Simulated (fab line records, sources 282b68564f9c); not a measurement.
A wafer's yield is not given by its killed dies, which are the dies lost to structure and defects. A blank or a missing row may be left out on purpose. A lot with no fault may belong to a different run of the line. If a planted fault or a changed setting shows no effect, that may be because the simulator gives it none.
Code-filled problem report in 8D (eight disciplines) form | flow rit cmos | the parts of the form that need people (team, actions taken, sign-off) are left out

1. WHAT IS WRONG
NSD_TW at RIT_NSD_TW_MEAS_10 reads a mean of 2873 on 6 wafers of 2 lots; wafers without a fault read 3123 with a standard deviation of 15. Measured from the usual mean, that is -17 standard deviations.
The first sign was on wafer L350.3 at day 5 20:33, on film metro-02. The record holds 42 wafers of 14 lots with a number at this step. By rule, "out" or "out of limits" means more than 4 standard deviations away from the usual mean. Any other wafer with a number is counted as sound.

2. WHAT IT IS AND WHAT IT IS NOT
question                    | is                           | is not
which readings at this step | NSD_TW                       | -
which lots                  | L350, L352                   | L338, L339, L341, L342, L343, L344, L349, L353, L355, L356, L358, L360
which wafers of those lots  | all that have a number       | -
read on which gauges        | film metro-01, film metro-02 | film metro-04
when                        | from day 5 20:33             | up to then (21 sound wafers); but 15 sound wafers of L353, L355, L356, L358, L360 came after

3. WHAT RULES OUT EACH SUSPECT
Counting: a tool stays on the suspect list if, at a process step up to the reading, it processed all lots that are out and no sound lot following the first of them.
- the gauge at RIT_NSD_TW_MEAS_10 has been ruled out. Those wafers that are out were read across 2 gauges (film metro-01, film metro-02).
- implanter-02 at RIT_NSD_IMPLANT_08: kept. It ran every lot that is out, first L350 (day 5 20:16), and no sound lot after that; its last sound lot up to then is L344 (day 4 09:49). On those wafers its own readings are out: dose ions cm2, faraday current uA.
The count leaves implanter-02 at RIT_NSD_IMPLANT_08.

4. THE CAUSE (what the simulator had put in)
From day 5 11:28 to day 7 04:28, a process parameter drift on implanter-02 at RIT_NSD_IMPLANT_08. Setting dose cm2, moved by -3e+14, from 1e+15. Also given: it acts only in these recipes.
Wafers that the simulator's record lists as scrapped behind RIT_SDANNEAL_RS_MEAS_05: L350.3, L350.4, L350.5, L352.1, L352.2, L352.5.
After counting, this tool was the only one left.

5. SEQUENCE OF EFFECTS, ordered by route
Each row: a reading whose mean over the struck wafers that have a number lies more than 3 standard deviations from the usual. Only readings for which the record gives a usual standard deviation are gone through. hours: the time from each lot's start at the first step in this table that gives one to its start at this step, as a median over the lots. sigmas: the change in usual standard deviations.
hours | step                    | reading            | usual        | on struck wafers | change      | sigmas
0     | RIT_NSD_IMPLANT_08      | dose ions cm2      | 1.0001e+15   | 6.9978e+14       | -3.0032e+14 | -99 or more
0     | RIT_NSD_IMPLANT_08      | faraday current uA | 3125         | 2211             | -914        | -15
0     | RIT_NSD_TW_MEAS_10      | NSD_TW             | 3123         | 2873             | -250        | -17
7     | RIT_SDANNEAL_RS_MEAS_05 | NSD_RS             | 84.55 ohm/sq | 112.70           | +28.15      | +99 or more
Here are the process steps it includes:
- RIT_NSD_IMPLANT_08

6. HOW IT WOULD HAVE BEEN CAUGHT EARLIER
9 hours passed between the start of the fault at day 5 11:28 and the first reading out of limits at a measuring or inspecting step in this record, taken at day 5 20:33.
The tool's own readings at RIT_NSD_IMPLANT_08 were out on every struck wafer that the step has a row for (dose ions cm2, faraday current uA): an alarm limit on them would have fired on the first of those.
Among the 2 lots that are out, L352 began RIT_NSD_IMPLANT_08 on implanter-02 after day 5 20:33. A tool hold placed at that time would have kept it from harm.
